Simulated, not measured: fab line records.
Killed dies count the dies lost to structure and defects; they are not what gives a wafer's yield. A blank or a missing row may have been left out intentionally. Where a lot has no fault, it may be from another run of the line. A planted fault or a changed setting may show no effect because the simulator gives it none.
fab line records || flow rit-cmos
record: {"lots": 14, "wafers": 42, "last-day": 7}
route steps=202 shown NSD@136 M1@202
lots with no fault: from the same line, run without faults
start-h: the number of hours between the record's first day and the start of the first shown wafer of the lot || wait-h: hours elapsed since this lot's preceding step || " as in the row above || L1.1+2: one row covering several wafers at once || - value missing, or start not given || * or withheld: withheld || < > ~ a bound
route shown NAME@n: NAME is a module with steps in the file, n the number in the route of the first one || usual: average and standard deviation across the fault-free wafers || same: alike in all rows || chamber/n: place in a boat || sites: the reading at each site || _std_site: standard deviation across them || _edge_site: mean of outer sites minus mean of inner sites || radius-mm: for every site, how far away it sits from the centre of the wafer || mask NAME#n: copy n || behind: the last tool/chamber to shape the wafer || hold: why the lot went on hold/how many hours it stayed there/how the hold came to an end || device: which transistor (n, p or np) failed to switch || end of line: at the end of the route, the tests of the same wafers || where a step has no rows: the recipe by itself || killed: count of dies lost to structure and defects at first sort (not the wafer's yield) || map: a wafer's dies, x killed, . not, _ none there
set.NAME: the setting as run; set.NAME@STEP: as run at that earlier step || model.NAME: the simulator's own value behind a step, which no gauge read
route steps across a sampled set of lots; one table per step, one row per wafer
== steps ==
step: RIT_NSD_DEVELOP_05
recipe: {"resist": "NOVOLAK", "develop-time-s": 50, "dev-temp-c": 23}
{"lot.wafer": "L207.1+4+5", "tool": "litho-track-03", "chamber": 0, "start-h": 49, "wait-h": "-"}
{"lot.wafer": "L208.2+4+6", "tool": "litho-track-03", "chamber": 0, "start-h": 57, "wait-h": "-"}
{"lot.wafer": "L209.2+3+5", "tool": "litho-track-04", "chamber": 0, "start-h": 63, "wait-h": "-"}
{"lot.wafer": "L211.2+4+6", "tool": "litho-track-04", "chamber": 0, "start-h": 73, "wait-h": "-"}
{"lot.wafer": "L212.1+2+3", "tool": "litho-track-03", "chamber": 0, "start-h": 79, "wait-h": "-"}
{"lot.wafer": "L213.2+4+5", "tool": "litho-track-02", "chamber": 0, "start-h": 82, "wait-h": "-"}
{"lot.wafer": "L214.2+4+6", "tool": "litho-track-04", "chamber": 0, "start-h": 87, "wait-h": "-"}
{"lot.wafer": "L216.2+4+5", "tool": "litho-track-02", "chamber": 0, "start-h": 97, "wait-h": "-"}
{"lot.wafer": "L221.2+3+4", "tool": "litho-track-03", "chamber": 0, "start-h": 123, "wait-h": "-"}
{"lot.wafer": "L222.1+5+6", "tool": "litho-track-03", "chamber": 0, "start-h": 127, "wait-h": "-"}
{"lot.wafer": "L223.1+2+4", "tool": "litho-track-02", "chamber": 0, "start-h": 129, "wait-h": "-"}
{"lot.wafer": "L225.1+2+3", "tool": "litho-track-04", "chamber": 0, "start-h": 141, "wait-h": "-"}
{"lot.wafer": "L229.1+2+4", "tool": "litho-track-04", "chamber": 0, "start-h": 161, "wait-h": "-"}
{"lot.wafer": "L230.2+5+6", "tool": "litho-track-02", "chamber": 0, "start-h": 164, "wait-h": "-"}
step: RIT_NSD_TW_MEAS_10
usual: {"NSD_TW": "3112/13"}
{"lot.wafer": "L207.1", "tool": "film-metro-03", "chamber": "-", "start-h": 50.49, "wait-h": 0.1, "NSD_TW": 3099}
{"lot.wafer": "L207.4", "tool": "film-metro-03", "chamber": "-", "start-h": 50.49, "wait-h": 0.1, "NSD_TW": 3099}
{"lot.wafer": "L207.5", "tool": "film-metro-03", "chamber": "-", "start-h": 50.49, "wait-h": 0.1, "NSD_TW": 3093}
{"lot.wafer": "L208.2", "tool": "film-metro-04", "chamber": "-", "start-h": 58.61, "wait-h": 0.1, "NSD_TW": 3117}
{"lot.wafer": "L208.4", "tool": "film-metro-04", "chamber": "-", "start-h": 58.61, "wait-h": 0.1, "NSD_TW": 3125}
{"lot.wafer": "L208.6", "tool": "film-metro-04", "chamber": "-", "start-h": 58.61, "wait-h": 0.1, "NSD_TW": 3109}
{"lot.wafer": "L209.2", "tool": "film-metro-04", "chamber": "-", "start-h": 63.73, "wait-h": 0.1, "NSD_TW": 3103}
{"lot.wafer": "L209.3", "tool": "film-metro-04", "chamber": "-", "start-h": 63.73, "wait-h": 0.1, "NSD_TW": 3108}
{"lot.wafer": "L209.5", "tool": "film-metro-04", "chamber": "-", "start-h": 63.73, "wait-h": 0.1, "NSD_TW": 3122}
{"lot.wafer": "L211.2", "tool": "film-metro-02", "chamber": "-", "start-h": 74.69, "wait-h": 0.1, "NSD_TW": 3116}
{"lot.wafer": "L211.4", "tool": "film-metro-02", "chamber": "-", "start-h": 74.69, "wait-h": 0.1, "NSD_TW": 3105}
{"lot.wafer": "L211.6", "tool": "film-metro-02", "chamber": "-", "start-h": 74.69, "wait-h": 0.1, "NSD_TW": 3104}
{"lot.wafer": "L212.1", "tool": "film-metro-04", "chamber": "-", "start-h": 80.00, "wait-h": 0.1, "NSD_TW": 3082}
{"lot.wafer": "L212.2", "tool": "film-metro-04", "chamber": "-", "start-h": 80.00, "wait-h": 0.1, "NSD_TW": 3112}
{"lot.wafer": "L212.3", "tool": "film-metro-04", "chamber": "-", "start-h": 80.00, "wait-h": 0.1, "NSD_TW": 3096}
{"lot.wafer": "L213.2", "tool": "film-metro-03", "chamber": "-", "start-h": 83.08, "wait-h": 0.1, "NSD_TW": 3106}
{"lot.wafer": "L213.4", "tool": "film-metro-03", "chamber": "-", "start-h": 83.08, "wait-h": 0.1, "NSD_TW": 3109}
{"lot.wafer": "L213.5", "tool": "film-metro-03", "chamber": "-", "start-h": 83.08, "wait-h": 0.1, "NSD_TW": 3105}
{"lot.wafer": "L214.2", "tool": "film-metro-03", "chamber": "-", "start-h": 88.41, "wait-h": 0.1, "NSD_TW": 3110}
{"lot.wafer": "L214.4", "tool": "film-metro-03", "chamber": "-", "start-h": 88.41, "wait-h": 0.1, "NSD_TW": 3113}
{"lot.wafer": "L214.6", "tool": "film-metro-03", "chamber": "-", "start-h": 88.41, "wait-h": 0.1, "NSD_TW": 3124}
{"lot.wafer": "L216.2", "tool": "film-metro-02", "chamber": "-", "start-h": 98.50, "wait-h": 0.1, "NSD_TW": 3119}
{"lot.wafer": "L216.4", "tool": "film-metro-02", "chamber": "-", "start-h": 98.50, "wait-h": 0.1, "NSD_TW": 3118}
{"lot.wafer": "L216.5", "tool": "film-metro-02", "chamber": "-", "start-h": 98.50, "wait-h": 0.1, "NSD_TW": 3135}
{"lot.wafer": "L221.2", "tool": "film-metro-03", "chamber": "-", "start-h": 124.48, "wait-h": 0.1, "NSD_TW": 30}
{"lot.wafer": "L221.3", "tool": "film-metro-03", "chamber": "-", "start-h": 124.48, "wait-h": 0.1, "NSD_TW": 30}
{"lot.wafer": "L221.4", "tool": "film-metro-03", "chamber": "-", "start-h": 124.48, "wait-h": 0.1, "NSD_TW": 30}
{"lot.wafer": "L222.1", "tool": "film-metro-04", "chamber": "-", "start-h": 127.98, "wait-h": 0.1, "NSD_TW": 30}
{"lot.wafer": "L222.5", "tool": "film-metro-04", "chamber": "-", "start-h": 127.98, "wait-h": 0.1, "NSD_TW": 30}
{"lot.wafer": "L222.6", "tool": "film-metro-04", "chamber": "-", "start-h": 127.98, "wait-h": 0.1, "NSD_TW": 30}
{"lot.wafer": "L223.1", "tool": "film-metro-02", "chamber": "-", "start-h": 129.97, "wait-h": 0.1, "NSD_TW": 3131}
{"lot.wafer": "L223.2", "tool": "film-metro-02", "chamber": "-", "start-h": 129.97, "wait-h": 0.1, "NSD_TW": 3107}
{"lot.wafer": "L223.4", "tool": "film-metro-02", "chamber": "-", "start-h": 129.97, "wait-h": 0.1, "NSD_TW": 3112}
{"lot.wafer": "L225.1", "tool": "film-metro-04", "chamber": "-", "start-h": 142.27, "wait-h": 0.1, "NSD_TW": 3114}
{"lot.wafer": "L225.2", "tool": "film-metro-04", "chamber": "-", "start-h": 142.27, "wait-h": 0.1, "NSD_TW": 3112}
{"lot.wafer": "L225.3", "tool": "film-metro-04", "chamber": "-", "start-h": 142.27, "wait-h": 0.1, "NSD_TW": 3130}
{"lot.wafer": "L229.1", "tool": "film-metro-04", "chamber": "-", "start-h": 162.19, "wait-h": 0.1, "NSD_TW": 3115}
{"lot.wafer": "L229.2", "tool": "film-metro-04", "chamber": "-", "start-h": 162.19, "wait-h": 0.1, "NSD_TW": 3104}
{"lot.wafer": "L229.4", "tool": "film-metro-04", "chamber": "-", "start-h": 162.19, "wait-h": 0.1, "NSD_TW": 3102}
{"lot.wafer": "L230.2", "tool": "film-metro-04", "chamber": "-", "start-h": 165.02, "wait-h": 0.1, "NSD_TW": 3116}
{"lot.wafer": "L230.5", "tool": "film-metro-04", "chamber": "-", "start-h": 165.02, "wait-h": 0.1, "NSD_TW": 3096}
{"lot.wafer": "L230.6", "tool": "film-metro-04", "chamber": "-", "start-h": 165.02, "wait-h": 0.1, "NSD_TW": 3130}
step: RIT_M1_PROBE_99
usual: {"killed-at-contacts": "0.1/0.3", "killed-at-front-end": "6.7/2.6", "killed-dies": "6.8/2.6", "killed-on-rim": "1.9/1.3", "killed-open": "3.3/1.7", "killed-short": "3.4/2"}
same: {"gross-dies": 264, "killed_at_M0_to_M3": 0, "killed_at_M4_up": 0, "killed-at-back-side": 0, "killed-at-other": 0}
{"lot.wafer": "L221.2", "tool": "prober-01", "chamber": "-", "start-h": 133.85, "wait-h": 0.1, "killed-at-contacts": 0, "killed-at-front-end": 264, "killed-dies": 264, "killed-on-rim": 70, "killed-open": 4, "killed-short": 7}
{"lot.wafer": "L221.3", "tool": "prober-01", "chamber": "-", "start-h": 133.90, "wait-h": 0.2, "killed-at-contacts": 0, "killed-at-front-end": 264, "killed-dies": 264, "killed-on-rim": 70, "killed-open": 3, "killed-short": 5}
{"lot.wafer": "L221.4", "tool": "prober-01", "chamber": "-", "start-h": 133.95, "wait-h": 0.2, "killed-at-contacts": 0, "killed-at-front-end": 264, "killed-dies": 264, "killed-on-rim": 70, "killed-open": 4, "killed-short": 4}
{"lot.wafer": "L222.1", "tool": "prober-01", "chamber": "-", "start-h": 137.47, "wait-h": 0.1, "killed-at-contacts": 0, "killed-at-front-end": 264, "killed-dies": 264, "killed-on-rim": 70, "killed-open": 5, "killed-short": 0}
{"lot.wafer": "L222.5", "tool": "prober-01", "chamber": "-", "start-h": 137.67, "wait-h": 0.2, "killed-at-contacts": 0, "killed-at-front-end": 264, "killed-dies": 264, "killed-on-rim": 70, "killed-open": 6, "killed-short": 2}
{"lot.wafer": "L222.6", "tool": "prober-01", "chamber": "-", "start-h": 137.72, "wait-h": 0.2, "killed-at-contacts": 0, "killed-at-front-end": 264, "killed-dies": 264, "killed-on-rim": 70, "killed-open": 2, "killed-short": 3}
killed by level:class
L221.2 NSD:area-develop=253 SPACER:geometric-particle:short=2 SPACER:geometric-particle:open=2 SILICIDE:geometric-particle:open=2 SILICIDE:geometric-particle:short=2 FOX1:geometric-particle:short=1 GATE:geometric-particle:short=1 REOX:geometric-particle:short=1
L221.3 NSD:area-develop=256 FOX1:geometric-particle:short=4 REOX:geometric-particle:open=2 FOX1:geometric-particle:open=1 GATE:geometric-particle:short=1
L221.4 NSD:area-develop=256 GATE:geometric-particle:open=4 FOX1:geometric-particle:short=2 GATE:geometric-particle:short=1 SILICIDE:geometric-particle:short=1
L222.1 NSD:area-develop=259 REOX:geometric-particle:open=3 SPACER:geometric-particle:open=1 SILICIDE:geometric-particle:open=1
L222.5 NSD:area-develop=256 FOX2:geometric-particle:open=2 GATE:geometric-particle:open=2 SPACER:geometric-particle:open=2 GATE:geometric-particle:short=1 REOX:geometric-particle:short=1
L222.6 NSD:area-develop=259 REOX:geometric-particle:short=2 GATE:geometric-particle:short=1 SPACER:geometric-particle:open=1 SILICIDE:geometric-particle:open=1
== key ==
first-sign: {"step": "RIT_NSD_TW_MEAS_10", "reading": "NSD_TW", "direction": "down", "sigmas": "99+", "usual": 3112, "struck": 30}
effect: {"step": "RIT_M1_PROBE_99", "reading": "killed-at-front-end", "direction": "up", "sigmas": 98, "usual": 6.7, "struck": 264}
more-kills-born-at: {"RIT_NSD_DEVELOP_05@litho-track-03": 1539}
met-at RIT_NSD_DEVELOP_05
struck-lots L221,L222
tester-left-out L221,L222
onset-between 79 123
fault: {"kind": "process-parameter-drift", "tool": "litho-track-03", "chamber": "-", "onset-h": 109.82, "steps": "RIT_NSD_DEVELOP_05", "channel": "develop-time-s", "offset": "*", "shape": "step", "end-h": 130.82, "acts-in": "*", "stated": "*"}
tester-left-out: of these lots the tester's yield and bins aren't shown, on N5 and GAA mostly nor the transistor test; their killed dies are dies lost to structure and defects alone, not to doping, threshold or leakage, so they don't give the yield
